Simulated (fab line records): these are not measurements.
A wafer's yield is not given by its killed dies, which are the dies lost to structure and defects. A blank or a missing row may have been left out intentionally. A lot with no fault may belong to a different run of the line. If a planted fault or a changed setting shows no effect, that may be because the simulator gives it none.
One fault through the eyes of 2 desks + flow berkeley-cmos170 + what lay behind the numbers comes last; until then each desk has only its own

FROM THE METROLOGY DESK
What the gauges read, lot by lot, whatever tool the lot ran on: means of the sampled wafers that have a number. The brackets show how far a lot's mean lies from the usual mean; more than 4 standard deviations puts the lot out of limits, marked OUT.
Columns: A = NLDD_TW at UCB170_NLDD_TW_MEAS_11, usual 2209; B = PSD_OVL at UCB170_PSD_OVL_MEAS_07, usual -1 nm; C = NLDD_RS at UCB170_SDANNEAL_RS_MEAS_05, usual 616.4 ohm/sq; D = CONTACT_PSG_THK at UCB170_CONTACT_THK_MEAS_02, usual 694 nm
| lot  | first seen here | A    | B   | C     | D              |
|------|-----------------|------|-----|-------|----------------|
| L379 | day 6 20:16     | 2231 | 0   | 614.4 | 689            |
| L380 | day 6 20:37     | 2192 | 2   | 613.4 | 689            |
| L382 | day 7 02:11     | 2209 | -0  | 617.9 | 697            |
| L381 | day 7 02:56     | 2224 | -3  | 616.7 | 699            |
| L384 | day 7 15:08     | 2206 | -16 | 615.9 | 697            |
| L385 | day 8 02:08     | 2213 | -4  | 617.6 | 690            |
| L386 | day 8 02:22     | 2201 | 8   | 615.7 | 700            |
| L388 | day 8 16:36     | 2189 | 5   | 618.5 | 685            |
| L391 | day 9 06:47     | 2231 | -8  | 616.7 | 694            |
| L393 | day 9 23:44     | 2194 | 2   | 615.8 | 735 (+7.1) OUT |
| L395 | day 9 23:51     | 2223 | -7  | 617.3 | 692            |
| L396 | day 10 13:43    | 2187 | -0  | 617.1 | 697            |
| L398 | day 10 14:01    | 2199 | 3   | 618.5 | 749 (+9.4) OUT |
| L402 | day 11 07:17    | 2197 | -10 | 617.0 | 692            |
Per this desk, out of limits: L393, L398; the first was L393, day 10 14:28 (CONTACT_PSG_THK at UCB170_CONTACT_THK_MEAS_02). L379, L380, L382, L381, L384, L385, L386, L388, L391, L395, L396, L402: within limits.

AT THE TOOL OWNER'S DESK: lpcvd-01
The tool's own readings at UCB170_CONTACT_CVD_01 (deposits PSG from SiH4/O2/PH3, target thk 700 nm, time 2820 s): means of the sampled wafers that have a number, for each lot that ran on this tool. The brackets show how far a lot's mean lies from the usual mean; more than 4 standard deviations puts the lot out of limits, marked OUT.
Columns: A = sih4-flow-sccm at UCB170_CONTACT_CVD_01, usual 60.04 sccm
| lot  | first seen here | A               |
|------|-----------------|-----------------|
| L379 | day 7 06:41     | 60.10           |
| L380 | day 7 06:41     | 60.01           |
| L386 | day 8 13:28     | 59.98           |
| L391 | day 9 17:58     | 59.95           |
| L393 | day 10 12:40    | 72.22 (+81) OUT |
| L398 | day 11 02:56    | 72.25 (+81) OUT |
Finding of this desk: L393, L398 out of limits; the first was L393 at day 10 12:40, on sih4-flow-sccm at UCB170_CONTACT_CVD_01. L379, L380, L386, L391: within limits.

ALL TOGETHER
The tool owner's desk had the chance to raise an alarm at day 10 12:40 on L393, L398.
At day 10 14:28 the metrology desk could have sounded an alarm, on L393, L398.
UCB170_CONTACT_CVD_01 was run on lpcvd-01 by each of the lots named.

WHAT THE SIMULATOR HAD PUT IN
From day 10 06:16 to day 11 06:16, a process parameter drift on lpcvd-01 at UCB170_CONTACT_CVD_01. A move of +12 in setting sih4-flow-sccm, from 60. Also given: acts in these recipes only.
Lots struck among those shown: L393, L398.
Time in hours from fault onset to the first out-of-limits reading at each desk: tool owner's desk 6, metrology desk 8.
